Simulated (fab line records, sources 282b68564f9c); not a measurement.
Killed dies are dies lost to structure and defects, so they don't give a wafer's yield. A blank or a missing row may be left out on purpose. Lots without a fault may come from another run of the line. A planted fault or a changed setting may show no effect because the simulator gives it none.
A struck lot beside a sound one | flow rit_cmos | 17 steps out of a route of 202
Sound: wafers L592.3, L592.4, L592.5. Struck: wafers L595.2, L595.3, L595.5. The cause comes at the end.
At each step with rows: each side's tool, then ch and its chambers, then its first start. Under that, the readings that differ: sound wafers | struck wafers | difference of the means | sigmas: that difference in standard deviations of wafers without a fault.
alike: readings whose means differ by less than 2 such deviations, and words and numbers that are the same on both sides. not compared: withheld readings, readings that some wafer has no value for, bounds like >300 that may hide the same value, and numbers for which the record gives no deviation and whose values overlap.
The two part at a step that has a row with sigmas, a row that says differs or no value, or rows on one side only. Numbers that don't overlap but have no deviation are shown without sigmas and don't part them. A reading that every wafer of one side lacks parts them only if that side has two wafers or more.

RIT_SILICIDE_RTA_06: time 10 s, ramp up 5 s, ramp down 10 s.
  sound on rtp_anneal-01 ch 0, day 5 11:50; struck on rtp_anneal-02 ch 0, day 6 02:08
  alike: wafer_temp_C_max
RIT_CONTACT_CVD_00: deposits SiO2 from TEOS, target thk 400 nm, time 61 s.
  sound on pecvd-04 ch 0,2, day 5 11:53; struck on pecvd-04 ch 0,2, day 6 02:11
  alike: heater_power_w, rf_fwd_power_W
RIT_CONTACT_THK_MEAS_01:
  sound on film_metro-04, day 5 11:57; struck on film_metro-04, day 6 02:15
  alike: CONTACT_TEOS_THK
then, 6 steps without rows for these wafers: RIT_CONTACT_HMDS_02 (prime time 60 s); RIT_CONTACT_COAT_03 (resist thk 1000 nm); RIT_CONTACT_SOFTBAKE_04 (time 60 s); RIT_CONTACT_EXPOSE_05 (exposes mask M11, target cd 1000 nm); RIT_CONTACT_PEB_06; RIT_CONTACT_DEVELOP_07 (develop time 120 s).
RIT_CONTACT_CD_MEAS_08: target cd 1000 nm.
  sound on cd_sem-02, day 5 17:28; struck on cd_sem-01, day 6 03:34
  alike: cd_nm
RIT_CONTACT_OVL_MEAS_09:
  sound on overlay-02, day 5 17:34; struck on overlay-01, day 6 03:41
  alike: CONTACT_OVL
then, 1 step without rows for these wafers: RIT_CONTACT_HARDBAKE_10 (time 60 s).
RIT_CONTACT_ETCH_11: etches SiO2 in CHF3/CF4/Ar, stops on TiSi2, target depth 480 nm, time 320 s.
  sound on rie_diel-01 ch 0,2, day 5 17:44; struck on rie_diel-01 ch 1,2,3, day 6 03:52
  no value came back on the struck wafers for any of 6 readings (CHF3_flow_sccm (sccm), O2_flow_sccm (sccm) and others); on the sound wafers CHF3_flow_sccm (sccm) reads 49.98 49.79 50.15
  reading                                      | sound             | struck          | difference | sigmas
  model.NOVOLAK_of_CONTACT_COAT_03.thk_nm (nm) | 762.5 766.1 767.3 | 882 880.4 880.9 | +116       |
  not compared: rf_hours_counter_h
RIT_CONTACT_STRIP_12: strips in O2, time 180 s.
  sound on plasma_asher-01 ch 0,1, day 5 17:59; struck on plasma_asher-02 ch 1, day 6 04:03
  reading                     | sound       | struck      | difference | sigmas
  drypump_motor_current_A (A) | 5.5 6.5 6.5 | 4.8 4.9 4.8 | -1.3       | -2
  rf_refl_power_W (W)         | 6.4 8.8 9.0 | 4.7 4.8 4.8 | -3.3       | -2
  not compared: rf_hours_counter_h
RIT_CONTACT_CD_MEAS_90: target cd 1000 nm.
  sound on cd_sem-01, day 5 18:09; struck on cd_sem-02, day 6 04:15
  reading    | sound             | struck | difference                    | sigmas
  cd_nm (nm) | 999.2 999.5 999.6 | - - -  | no value on the struck wafers |
then, 1 step without rows for these wafers: RIT_CONTACT_CLEAN_13 (cleans in SC1, time 600 s).
RIT_M1_PROBE_99:
  sound on prober-02, day 5 22:50; struck on prober-01, day 6 08:55
  reading            | sound  | struck      | difference | sigmas
  killed_at_contacts | 0 0 0  | 257 254 257 | +256       | +99 or more
  killed_dies        | 13 4 9 | 264 264 264 | +255       | +75
  killed_on_rim      | 3 2 5  | 70 70 70    | +67        | +48
  alike: killed_at_M0_to_M3, killed_at_front_end, killed_open, killed_short

WHERE THEY PART
First at RIT_CONTACT_ETCH_11; last, within this record, at RIT_M1_PROBE_99.

WHY: what the simulator had put in
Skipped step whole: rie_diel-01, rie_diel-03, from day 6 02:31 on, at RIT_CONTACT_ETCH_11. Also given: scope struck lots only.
